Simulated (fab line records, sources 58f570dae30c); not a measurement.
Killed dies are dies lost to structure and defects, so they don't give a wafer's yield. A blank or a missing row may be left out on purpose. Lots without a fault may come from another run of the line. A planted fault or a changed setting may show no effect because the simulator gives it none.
Which tool did it? | flow berkeley_cmos170 | 14 lots, 42 wafers sampled, at 3 steps of a route of 331

WHAT THE GAUGES READ, wafer by wafer
UCB170_M2_CD_MEAS_90: target cd 700 nm.
lot  | measured     | on        | cd_nm (nm)
L619 | day 8 00:59  | cd_sem-02 | 703 695 705
L621 | day 8 08:58  | cd_sem-01 | 705 707 701
L623 | day 8 08:59  | cd_sem-02 | 701 701 696
L624 | day 8 09:19  | cd_sem-01 | 702 705 706
L622 | day 8 09:36  | cd_sem-02 | 702 705 702
L626 | day 9 03:29  | cd_sem-02 | 699 700 700
L627 | day 9 10:05  | cd_sem-02 | 701 699 699
L628 | day 9 10:10  | cd_sem-01 | 704 704 703
L632 | day 10 14:22 | cd_sem-01 | 696 703 702
L629 | day 10 18:00 | cd_sem-02 | 702 703 706
L630 | day 10 18:21 | cd_sem-01 | 698 703 706
L635 | day 11 05:32 | cd_sem-02 | 697 700 696
L636 | day 11 06:10 | cd_sem-01 | 702 694 704
L638 | day 11 19:18 | cd_sem-01 | 703 704 703

UCB170_V2_OVL_MEAS_13.
lot  | measured     | on         | V2_OVL (nm)
L619 | day 8 03:19  | overlay-02 | -3 -3 5
L621 | day 8 10:53  | overlay-01 | 4 1 11
L623 | day 8 11:37  | overlay-02 | 3 3 1
L624 | day 8 11:31  | overlay-01 | -9 3 2
L622 | day 8 12:06  | overlay-01 | 1 -1 4
L626 | day 9 06:35  | overlay-02 | -5 -1 -5
L627 | day 9 12:14  | overlay-01 | 3 6 7
L628 | day 9 12:45  | overlay-01 | 4 -6 5
L632 | day 10 17:03 | overlay-02 | 2 3 9
L629 | day 10 23:47 | overlay-01 | 0 5 2
L630 | day 11 00:01 | overlay-01 | 4 13 9
L635 | day 11 07:29 | overlay-02 | -13 -6 -3
L636 | day 11 08:40 | overlay-02 | 3 1 9
L638 | day 11 22:25 | overlay-01 | 11 12 4

WHICH TOOL RAN EACH LOT (tool, then ch and the chambers of the sampled wafers, then the start)
lot  | UCB170_V2_SOFTBAKE_08
L619 | litho_track-04 ch 0, day 8 02:19
L621 | litho_track-04 ch 0, day 8 10:15
L623 | litho_track-02 ch 0, day 8 10:38
L624 | litho_track-03 ch 0, day 8 10:41
L622 | litho_track-02 ch 0, day 8 11:05
L626 | litho_track-04 ch 0, day 9 05:18
L627 | litho_track-03 ch 0, day 9 11:35
L628 | litho_track-02 ch 0, day 9 11:59
L632 | litho_track-02 ch 0, day 10 15:47
L629 | litho_track-03 ch 0, day 10 22:07
L630 | litho_track-02 ch 0, day 10 22:22
L635 | litho_track-02 ch 0, day 11 06:51
L636 | litho_track-03 ch 0, day 11 07:29
L638 | litho_track-03 ch 0, day 11 21:17
- UCB170_V2_SOFTBAKE_08: time 60 s.

WHAT THE TOOLS THEMSELVES READ (means of the sampled wafers that have a number; where no wafer has one, the mark that the record gives instead)
UCB170_V2_SOFTBAKE_08.
lot  | tool           | heater_power_total_W (W) | run_length_s (s)
L619 | litho_track-04 | 56.83                    | 89.31
L621 | litho_track-04 | 56.80                    | 89.22
L623 | litho_track-02 | 56.80                    | 89.22
L624 | litho_track-03 | 56.77                    | 89.36
L622 | litho_track-02 | 56.77                    | 89.08
L626 | litho_track-04 | 56.86                    | 89.30
L627 | litho_track-03 | 56.78                    | 89.22
L628 | litho_track-02 | 56.76                    | 89.17
L632 | litho_track-02 | 56.83                    | 89.03
L629 | litho_track-03 | 56.82                    | 89.32
L630 | litho_track-02 | 58.98                    | 81.77
L635 | litho_track-02 | 58.95                    | 81.86
L636 | litho_track-03 | 56.83                    | 89.35
L638 | litho_track-03 | 56.82                    | 89.22

THE ANSWER, worked out from the rows above alone
Rule: what is usual is taken from the lots themselves. Put in order of their means at a reading, lots are off if they are a third of the lots or fewer, leave a main group of 4 or more, and stand apart from it by a gap of 3 or more times the standard deviation of the main group's means; of several such gaps the widest counts. A main group whose means are all the same, to the digits that the tables above print for the reading, isn't used. A lot without any number at a reading at which 4 lots or more have one is off too. The other lots that the step has rows for count as sound. The gauges are gone through in route order, then the tools' own readings, and for those a lot's mean is taken as printed above. The first step at which some lot is off is used, and at that step the reading that is off furthest; a lot without a number counts as furthest.
Off: L630, L635, at UCB170_V2_SOFTBAKE_08 (run_length_s). The main group: mean 89.23 s, standard deviation 0.099.
A tool fits if, at that step or a process step before it, it ran every lot that is off, and no sound lot after the first of them. One fits: litho_track-02 at UCB170_V2_SOFTBAKE_08. Its last sound lot is L632 (day 10 15:47), its first lot that is off L630 (day 10 22:22): a fault that began between those two fits.
The tool's own readings at UCB170_V2_SOFTBAKE_08 bear it out: on the lots that are off they differ by more than 5 times the standard deviation of the sound lots' means. heater_power_total_W reads 58.97 W there against 56.81 W on the sound lots; run_length_s reads 81.81 s there against 89.23 s on the sound lots.

WHAT THE SIMULATOR HAD PUT IN
Process parameter drift: litho_track-02, from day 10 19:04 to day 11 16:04, at UCB170_V2_SOFTBAKE_08. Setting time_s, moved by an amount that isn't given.
Lots struck among those shown: L630, L635. The rule above found the same.
